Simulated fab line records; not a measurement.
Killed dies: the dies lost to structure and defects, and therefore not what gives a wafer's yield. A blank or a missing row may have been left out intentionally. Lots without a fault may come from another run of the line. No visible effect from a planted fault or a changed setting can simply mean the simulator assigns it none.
Which tool was responsible? ; flow berkeley_cmos170 ; 36 wafers from 12 lots sampled at 4 of the route's 331 steps

WHAT THE GAUGES READ, wafer by wafer
UCB170_START_BOW_MEAS_00. Usual: for INCOMING_BOW the level is 0 um and the standard deviation is 6.4.
lot;measured;on;INCOMING_BOW (um);flag
L315;day 1 10:03;film_metro-03;1 1 -5;
L316;day 1 15:02;film_metro-03;2 15 0;
L317;day 1 20:00;film_metro-03;-2 3 3;
L318;day 2 01:00;film_metro-02;-5 -6 -3;
L325;day 3 12:00;film_metro-02;6 6 -5;
L328;day 4 03:04;film_metro-02;-3 -12 -2;
L329;day 4 08:04;film_metro-04;-4 -6 -1;
L332;day 4 23:00;film_metro-03;5 10 -4;
L333;day 5 04:00;film_metro-03;9 6 2;
L334;day 5 09:00;film_metro-02;0 -13 1;
L337;day 6 00:01;film_metro-04;1 2 -2;
L338;day 6 05:00;film_metro-02;-4 8 -5;

UCB170_NWELL_OVL_MEAS_12. Usual: for NWELL_OVL the level is 4 nm and the standard deviation is 5.6.
lot;measured;on;NWELL_OVL (nm);flag
L315;day 2 09:39;overlay-02;-4 -5 -5;
L316;day 2 14:44;overlay-01;-2 6 4;
L317;day 2 18:15;overlay-02;1 -1 4;
L318;day 2 23:22;overlay-01;-2 5 6;
L325;day 4 07:48;overlay-02;11 10 6;
L328;day 5 03:53;overlay-01;2 -2 3;
L329;day 5 12:27;overlay-01;3 7 1;
L332;day 5 19:53;overlay-02;4 3 9;
L333;day 6 05:26;overlay-02;10 3 5;
L334;day 6 14:07;overlay-02;4 3 1;
L337;day 6 23:54;overlay-01;10 2 10;
L338;day 7 11:33;overlay-01;0 -3 -2;

TOOL THAT RAN EACH LOT (tool first, then ch and the chambers of the sampled wafers, then the start)
lot;UCB170_ZERO_STRIP_07;UCB170_NWELL_SOFTBAKE_08
L315;plasma_asher-02 ch 0,1, day 1 17:56;litho_track-02 ch 0, day 2 09:01
L316;plasma_asher-02 ch 0,1, day 2 00:29;litho_track-04 ch 0, day 2 13:51
L317;plasma_asher-04 ch 0,1, day 2 06:31;litho_track-04 ch 0, day 2 17:39
L318;plasma_asher-01 ch 1, day 2 13:22;litho_track-04 ch 0, day 2 22:41
L325;plasma_asher-01 ch 0, day 3 21:41;litho_track-03 ch 0, day 4 07:16
L328;plasma_asher-02 ch 0,1, day 4 15:05;litho_track-03 ch 0, day 5 03:15
L329;plasma_asher-04 ch 0,1, day 4 20:55;litho_track-03 ch 0, day 5 11:50
L332;plasma_asher-01 ch 0,1, day 5 08:04;litho_track-04 ch 0, day 5 19:05
L333;plasma_asher-04 ch 1, day 5 14:07;litho_track-04 ch 0, day 6 04:46
L334;plasma_asher-04 ch 0,1, day 5 19:17;litho_track-04 ch 0, day 6 13:14
L337;plasma_asher-01 ch 0,1, day 6 12:04;litho_track-02 ch 0, day 6 23:12
L338;plasma_asher-04 ch 0,1, day 6 20:36;litho_track-04 ch 0, day 7 09:34
- UCB170_ZERO_STRIP_07: strips in O2.
- UCB170_NWELL_SOFTBAKE_08: time 60 s.

WHAT THE TOOLS THEMSELVES READ (means of the sampled wafers that have a number; where no wafer has one, the mark that the record gives instead)
UCB170_ZERO_STRIP_07. Usual: drypump_motor_current_A 5.8 A, standard deviation 0.5; oes_product_au 0.728 a.u., standard deviation 0.0048; strip_time_to_endpoint_s 21.47 s, standard deviation 0.066.
lot;tool;drypump_motor_current_A (A);oes_product_au (a.u.);strip_time_to_endpoint_s (s);flag
L315;plasma_asher-02;5.6;0.728;21.54;
L316;plasma_asher-02;5.6;0.730;21.49;
L317;plasma_asher-04;6.1;0.730;21.58;
L318;plasma_asher-01;5.9;0.730;21.53;
L325;plasma_asher-01;5.1;0.728;21.51;
L328;plasma_asher-02;5.6;0.724;21.43;
L329;plasma_asher-04;6.3;0.729;21.47;
L332;plasma_asher-01;5.6;0.723;21.43;
L333;plasma_asher-04;6.0;0.725;21.46;
L334;plasma_asher-04;6.1;0.725;21.42;
L337;plasma_asher-01;5.4;0.730;21.53;
L338;plasma_asher-04;6.3;0.724;21.40;

UCB170_NWELL_SOFTBAKE_08. Usual: heater_power_total_W 56.80 W, standard deviation 0.046; plate_temp_C 130.00 C, standard deviation 0.14.
lot;tool;heater_power_total_W (W);plate_temp_C (C);flag
L315;litho_track-02;56.80;130.10;
L316;litho_track-04;56.80;130.10;
L317;litho_track-04;56.77;130.00;
L318;litho_track-04;56.78;129.90;
L325;litho_track-03;55.92;128.42;OFF
L328;litho_track-03;55.94;128.49;OFF
L329;litho_track-03;55.93;128.45;OFF
L332;litho_track-04;56.81;129.84;
L333;litho_track-04;56.84;130.06;
L334;litho_track-04;56.77;130.06;
L337;litho_track-02;56.78;129.96;
L338;litho_track-04;56.74;129.94;

THE ANSWER, worked out from the rows above alone
Rule: a lot is off if the mean of its wafers that have a number lies more than 3 standard deviations from the usual mean. Also off: a lot with no number at a reading for which 4 or more lots have one. All remaining lots with rows at the step are treated as sound. The gauges are gone through in route order, then the tools' own readings, and for those a lot's mean is taken as printed above. The first step at which some lot is off is used, and at that step the reading that is off furthest; a lot without a number counts as furthest.
Off at UCB170_NWELL_SOFTBAKE_08 (heater_power_total_W): L325, L328, L329.
If a tool, at that step or one of the process steps before it, ran each lot that is off and ran no sound lot following the first of them, it fits. One fits: UCB170_NWELL_SOFTBAKE_08 on litho_track-03. It ran no sound lot before its first lot that is off in this sample, so the start can't be narrowed down.
The tool's own readings at UCB170_NWELL_SOFTBAKE_08 bear it out: on the lots that are off they differ by more than 5 times the standard deviation of the sound lots' means. heater_power_total_W reads 55.93 W there against 56.79 W on the sound lots; plate_temp_C reads 128.45 C there against 130.00 C on the sound lots.

WHAT WAS PUT IN BY THE SIMULATOR
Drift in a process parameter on litho_track-03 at UCB170_NWELL_SOFTBAKE_08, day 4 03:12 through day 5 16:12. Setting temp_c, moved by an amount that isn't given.
Shown lots that were struck: L325, L328, L329. The rule given above showed the same thing.
